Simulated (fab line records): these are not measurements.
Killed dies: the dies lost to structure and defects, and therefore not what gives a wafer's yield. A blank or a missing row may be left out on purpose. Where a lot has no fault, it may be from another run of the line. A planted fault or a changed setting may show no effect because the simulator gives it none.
The same fault as seen by 2 desks / flow berkeleyCmos170 / every desk sees just its own numbers, and what lay behind them comes last

## AT THE METROLOGY DESK
What the gauges read, lot by lot, whatever tool the lot ran on: means of the sampled wafers that have a number. Any lot whose mean is over 4 standard deviations away from the usual mean is out of limits and marked OUT; that distance is given in the brackets.
Columns: A = ACTIVE_OVL at UCB170_ACTIVE_OVL_MEAS_14, usual 1 nm; B = cdNm at UCB170_ACTIVE_CD_MEAS_90, usual 1199.8 nm; C = PFIELD_OVL at UCB170_PFIELD_OVL_MEAS_06, usual 2 nm
lot=L424; first seen here=day 5 08:28; A=7; B=1201.3; C=1
lot=L432; first seen here=day 6 22:22; A=7; B=1199.4; C=9
lot=L434; first seen here=day 6 22:39; A=-5; B=1199.8; C=4
lot=L431; first seen here=day 6 22:49; A=-5; B=1198.9; C=6
lot=L442; first seen here=day 10 00:22; A=-7; B=1197.9; C=3
lot=L443; first seen here=day 10 00:31; A=-2; B=1199.0; C=6
Result from this desk: across the 6 lots, nothing is out of limits.

## AT THE TOOL OWNER'S DESK: implanter-04
UCB170_PFIELD_IMPLANT_07, tool's own readings: per-lot mean of the sampled wafers with a number, covering each lot this tool ran. Any lot whose mean is over 4 standard deviations away from the usual mean is out of limits and marked OUT; that distance is given in the brackets.
Columns: A = doseIonsCm2 at UCB170_PFIELD_IMPLANT_07, usual 2.0002e+13; B = faradayCurrentUA at UCB170_PFIELD_IMPLANT_07, usual 63.2
lot=L432; first seen here=day 7 00:34; A=2.0023e+13; B=62.9
lot=L434; first seen here=day 7 01:10; A=1.8774e+13 (-53) OUT; B=59.3
lot=L431; first seen here=day 7 01:24; A=1.8802e+13 (-52) OUT; B=59.4
This desk's finding: out of limits on L431, L434; first on L434, day 7 01:10 (doseIonsCm2 at UCB170_PFIELD_IMPLANT_07). In limits: L432.

## PUT TOGETHER
On L431, L434, at day 7 01:10, an alarm was possible from the tool owner's desk.
The metrology desk saw nothing out of limits.
The metrology desk has L431, L434 on record, within its limits.
Of the lots named, all ran UCB170_PFIELD_IMPLANT_07 on implanter-04.

## WHAT THE SIMULATOR PUT IN
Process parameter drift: implanter-04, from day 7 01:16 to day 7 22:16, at UCB170_PFIELD_IMPLANT_07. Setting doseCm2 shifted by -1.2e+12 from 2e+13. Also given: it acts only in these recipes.
Shown lots that were struck: L431, L434.
